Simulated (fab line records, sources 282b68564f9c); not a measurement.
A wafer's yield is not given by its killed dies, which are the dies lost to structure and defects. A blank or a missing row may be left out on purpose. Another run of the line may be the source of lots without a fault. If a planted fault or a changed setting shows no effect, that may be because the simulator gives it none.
Which tool was responsible? + flow rit-cmos + route of 202 steps, sampled at 1 step: 7 lots, 21 wafers

== WHAT THE GAUGES SHOWED, per wafer ==
RIT_NWELL_OVL_MEAS_06.
| lot  | measured    | on         | NWELL_OVL (nm) |
|------|-------------|------------|----------------|
| L612 | day 2 17:21 | overlay-02 | -2.0 -2.9 -1.8 |
| L615 | day 3 08:18 | overlay-02 | -2.0 -0.6 -0.2 |
| L617 | day 3 16:03 | overlay-01 | -4.2 -3.4 -1.9 |
| L619 | day 4 02:10 | overlay-01 | -1.7 -1.6 -1.9 |
| L627 | day 5 20:18 | overlay-02 | 0.9 0.9 0.2    |
| L630 | day 6 09:19 | overlay-02 | -0.8 -2.3 -2.8 |
| L632 | day 6 20:51 | overlay-01 | -0.4 0.1 -0.2  |

== WHICH TOOL RAN EACH LOT (tool, then ch and the chambers of the sampled wafers, then the start) ==
No process step before these readings appears in the record.

== THE ANSWER, worked out from the rows above alone ==
Rule: usual is defined by the lots themselves. Put in order of their means at a reading, lots are off if they are a third of the lots or fewer, leave a main group of 4 or more, and stand apart from it by a gap of 3 or more times the standard deviation of the main group's means; of several such gaps the widest counts. The tables above print the reading to a certain number of digits; a main group whose means all agree to those digits is not used. A lot without any number at a reading at which 4 lots or more have one is off too. The other lots that the step has rows for count as sound.
Nothing can be told from this: no lot is off at any reading shown.

== WHAT HAD BEEN PUT IN BY THE SIMULATOR ==
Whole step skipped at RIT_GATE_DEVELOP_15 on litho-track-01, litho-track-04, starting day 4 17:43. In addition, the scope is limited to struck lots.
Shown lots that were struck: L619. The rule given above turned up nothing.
